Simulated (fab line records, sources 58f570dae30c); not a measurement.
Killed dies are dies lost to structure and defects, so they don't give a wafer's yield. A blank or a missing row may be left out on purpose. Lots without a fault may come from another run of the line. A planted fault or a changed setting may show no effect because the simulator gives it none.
Which tool did it? | flow berkeley_cmos170 | 13 lots, 39 wafers sampled, at 6 steps of a route of 331

WHAT THE GAUGES READ, wafer by wafer
UCB170_M1_RS_MEAS_01: measures by four-point-probe.
lot  | measured     | on            | M1_AL_RS (ohm/sq)
L226 | day 6 18:47  | film_metro-02 | 0.0481 0.0482 0.0483
L230 | day 7 09:28  | film_metro-03 | 0.0489 0.0488 0.0490
L229 | day 7 10:01  | film_metro-03 | 0.0479 0.0486 0.0485
L228 | day 7 10:22  | film_metro-03 | 0.0479 0.0481 0.0479
L232 | day 8 08:49  | film_metro-02 | 0.0474 0.0475 0.0472
L234 | day 8 17:05  | film_metro-01 | 0.0482 0.0479 0.0481
L237 | day 9 06:04  | film_metro-01 | 0.0475 0.0473 0.0481
L241 | day 10 07:38 | film_metro-02 | 0.0481 0.0480 0.0482
L242 | day 10 22:20 | film_metro-03 | 0.0475 0.0472 0.0474
L243 | day 10 22:22 | film_metro-02 | 0.0368 0.0486 0.0484
L247 | day 11 15:28 | film_metro-01 | 0.0478 0.0479 0.0479
L249 | day 11 15:49 | film_metro-02 | 0.0486 0.0480 0.0480
L248 | day 11 17:44 | film_metro-03 | 0.0478 0.0479 0.0483

UCB170_M1_THK_MEAS_02: measures by xrf.
lot  | measured     | on            | M1_AL_THK (nm)
L226 | day 6 18:54  | film_metro-02 | 618 624 618
L230 | day 7 09:34  | film_metro-03 | 602 601 600
L229 | day 7 10:08  | film_metro-03 | 615 605 604
L228 | day 7 10:29  | film_metro-03 | 611 608 613
L232 | day 8 08:56  | film_metro-02 | 636 630 639
L234 | day 8 17:11  | film_metro-01 | 619 621 617
L237 | day 9 06:11  | film_metro-01 | 632 633 622
L241 | day 10 07:45 | film_metro-02 | 615 618 617
L242 | day 10 22:28 | film_metro-03 | 621 622 621
L243 | day 10 22:28 | film_metro-02 | 804 613 611
L247 | day 11 15:34 | film_metro-01 | 623 621 620
L249 | day 11 15:56 | film_metro-02 | 617 621 624
L248 | day 11 17:50 | film_metro-03 | 617 615 609

UCB170_M3_CD_MEAS_15: target cd 700 nm.
lot  | measured     | on        | cd_nm (nm)
L226 | day 7 14:44  | cd_sem-01 | 700.7 699.5 700.3
L230 | day 8 04:31  | cd_sem-01 | 698.7 699.8 700.3
L229 | day 8 05:10  | cd_sem-01 | 701.1 701.2 702.5
L228 | day 8 04:43  | cd_sem-01 | 697.6 697.4 697.5
L232 | day 9 02:07  | cd_sem-01 | 699.4 699.2 701.0
L234 | day 9 09:17  | cd_sem-01 | 702.0 702.0 701.2
L237 | day 9 20:44  | cd_sem-02 | 700.1 701.7 699.2
L241 | day 11 01:08 | cd_sem-01 | 701.3 700.4 702.0
L242 | day 11 14:39 | cd_sem-02 | 702.1 703.1 702.4
L243 | day 11 14:17 | cd_sem-02 | 699.8 700.3 700.6
L247 | day 12 10:55 | cd_sem-02 | 701.0 701.2 702.5
L249 | day 12 11:15 | cd_sem-02 | 702.9 701.9 702.0
L248 | day 12 11:25 | cd_sem-01 | 700.6 698.9 698.1

WHICH TOOL RAN EACH LOT (tool, then ch and the chambers of the sampled wafers, then the start)
lot  | UCB170_M1_SPUTTER_00         | UCB170_M1_METAL_ETCH_12           | UCB170_M3_STRIP_07
L226 | pvd_sputter-04, day 6 18:43  | rie_metal-03 ch 0, day 6 20:46    | plasma_asher-03 ch 0,1, day 7 13:02
L230 | pvd_sputter-02, day 7 09:20  | rie_metal-04 ch 0,1, day 7 11:03  | plasma_asher-04 ch 0,1, day 8 02:36
L229 | pvd_sputter-04, day 7 09:57  | rie_metal-02 ch 0,1, day 7 11:50  | plasma_asher-01 ch 0,1, day 8 03:41
L228 | pvd_sputter-01, day 7 10:18  | rie_metal-03 ch 0,1, day 7 12:05  | plasma_asher-04 ch 0,1, day 8 03:14
L232 | pvd_sputter-02, day 8 08:45  | rie_metal-03 ch 0,1, day 8 10:13  | plasma_asher-03 ch 0,1, day 9 00:32
L234 | pvd_sputter-01, day 8 17:00  | rie_metal-04 ch 0,1, day 8 18:25  | plasma_asher-03 ch 0,1, day 9 07:50
L237 | pvd_sputter-04, day 9 06:01  | rie_metal-04 ch 1, day 9 07:17    | plasma_asher-03 ch 0,1, day 9 19:37
L241 | pvd_sputter-02, day 10 07:34 | rie_metal-04 ch 0,1, day 10 09:40 | plasma_asher-04 ch 0, day 10 23:20
L242 | pvd_sputter-04, day 10 22:17 | rie_metal-02 ch 0,1, day 11 00:56 | plasma_asher-03 ch 0,1, day 11 13:23
L243 | pvd_sputter-02, day 10 22:17 | rie_metal-03 ch 0,1, day 11 01:00 | plasma_asher-04 ch 0,1, day 11 12:58
L247 | pvd_sputter-04, day 11 15:23 | rie_metal-02 ch 0,1, day 11 16:40 | plasma_asher-03 ch 0,1, day 12 08:50
L249 | pvd_sputter-01, day 11 15:45 | rie_metal-04 ch 0,1, day 11 17:08 | plasma_asher-03 ch 0,1, day 12 09:33
L248 | pvd_sputter-04, day 11 17:37 | rie_metal-02 ch 0,1, day 11 19:03 | plasma_asher-03 ch 0,1, day 12 10:02
- UCB170_M1_SPUTTER_00: material Al, target thk 600 nm, time 80 s.
- UCB170_M1_METAL_ETCH_12: etches Al in Cl2/BCl3, stops on PSG, target depth 780 nm, time 130 s.
- UCB170_M3_STRIP_07: strips in O2.

WHAT THE TOOLS THEMSELVES READ (means of the sampled wafers that have a number; where no wafer has one, the mark that the record gives instead)
UCB170_M1_SPUTTER_00.
lot  | tool           | chamber_pressure_pa (Pa) | throttle_valve_pct (%)
L226 | pvd_sputter-04 | 0.4997                   | 30.3
L230 | pvd_sputter-02 | 0.4985                   | 30.2
L229 | pvd_sputter-04 | 0.4992                   | 31.3
L228 | pvd_sputter-01 | 0.5004                   | 29.7
L232 | pvd_sputter-02 | 0.5008                   | 29.9
L234 | pvd_sputter-01 | 0.4993                   | 30.0
L237 | pvd_sputter-04 | 0.4990                   | 31.2
L241 | pvd_sputter-02 | 0.4986                   | 30.3
L242 | pvd_sputter-04 | 0.5003                   | 30.4
L243 | pvd_sputter-02 | 0.4986                   | 29.7
L247 | pvd_sputter-04 | 0.5005                   | 29.6
L249 | pvd_sputter-01 | 0.5016                   | 30.2
L248 | pvd_sputter-04 | 0.5003                   | 30.3

UCB170_M1_METAL_ETCH_12.
lot  | tool         | drypump_motor_current_A (A) | oes_product_au (a.u.) | throttle_valve_pct (%)
L226 | rie_metal-03 | 6.3                         | 0.856                 | 24.30
L230 | rie_metal-04 | 5.5                         | 0.832                 | 24.28
L229 | rie_metal-02 | 5.4                         | 0.868                 | 24.27
L228 | rie_metal-03 | 6.2                         | 0.860                 | 24.50
L232 | rie_metal-03 | 6.2                         | 0.868                 | 24.49
L234 | rie_metal-04 | 5.5                         | 0.843                 | 24.27
L237 | rie_metal-04 | 5.0                         | 0.845                 | 24.24
L241 | rie_metal-04 | 5.5                         | 0.842                 | 24.27
L242 | rie_metal-02 | 5.5                         | 0.883                 | 24.39
L243 | rie_metal-03 | 6.2                         | 0.901                 | 24.39
L247 | rie_metal-02 | 5.5                         | 0.878                 | 24.39
L249 | rie_metal-04 | 5.5                         | 0.845                 | 24.28
L248 | rie_metal-02 | 5.5                         | 0.870                 | 24.40

UCB170_M3_STRIP_07.
lot  | tool            | drypump_motor_current_A (A) | oes_product_au (a.u.) | strip_time_to_endpoint_s (s)
L226 | plasma_asher-03 | 5.8                         | 0.736                 | 22.03
L230 | plasma_asher-04 | 5.9                         | 0.733                 | 21.95
L229 | plasma_asher-01 | 5.4                         | 0.735                 | 22.12
L228 | plasma_asher-04 | 5.6                         | 0.733                 | 22.11
L232 | plasma_asher-03 | 5.7                         | 0.738                 | 22.06
L234 | plasma_asher-03 | 5.8                         | 0.738                 | 21.88
L237 | plasma_asher-03 | 5.7                         | 0.735                 | 21.91
L241 | plasma_asher-04 | 6.3                         | 0.732                 | 21.99
L242 | plasma_asher-03 | 5.8                         | 0.738                 | 21.86
L243 | plasma_asher-04 | 6.0                         | 0.731                 | 21.99
L247 | plasma_asher-03 | 5.7                         | 0.737                 | 21.99
L249 | plasma_asher-03 | 5.8                         | 0.732                 | 22.08
L248 | plasma_asher-03 | 5.8                         | 0.734                 | 21.94

THE ANSWER, worked out from the rows above alone
Rule: what is usual is taken from the lots themselves. Put in order of their means at a reading, lots are off if they are a third of the lots or fewer, leave a main group of 4 or more, and stand apart from it by a gap of 3 or more times the standard deviation of the main group's means; of several such gaps the widest counts. A main group whose means are all the same, to the digits that the tables above print for the reading, isn't used. A lot without any number at a reading at which 4 lots or more have one is off too. The other lots that the step has rows for count as sound. The gauges are gone through in route order, then the tools' own readings, and for those a lot's mean is taken as printed above. The first step at which some lot is off is used, and at that step the reading that is off furthest; a lot without a number counts as furthest.
Off: L243, at UCB170_M1_RS_MEAS_01 (M1_AL_RS). The main group: mean 0.0480 ohm/sq, standard deviation 0.00041.
A tool fits if, at a process step before that reading, it ran every lot that is off, and no sound lot after the first of them. The gauges at UCB170_M1_RS_MEAS_01 aren't tried: what is off there is off at UCB170_M1_METAL_ETCH_12 too, on other tools, and a gauge's error can't cause that. One fits: pvd_sputter-02 at UCB170_M1_SPUTTER_00. Its last sound lot is L241 (day 10 07:34), its first lot that is off L243 (day 10 22:17): a fault that began between those two fits.

WHAT THE SIMULATOR HAD PUT IN
Process parameter drift: pvd_sputter-02, from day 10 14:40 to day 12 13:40, at UCB170_M1_SPUTTER_00. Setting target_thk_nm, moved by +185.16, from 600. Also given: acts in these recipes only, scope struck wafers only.
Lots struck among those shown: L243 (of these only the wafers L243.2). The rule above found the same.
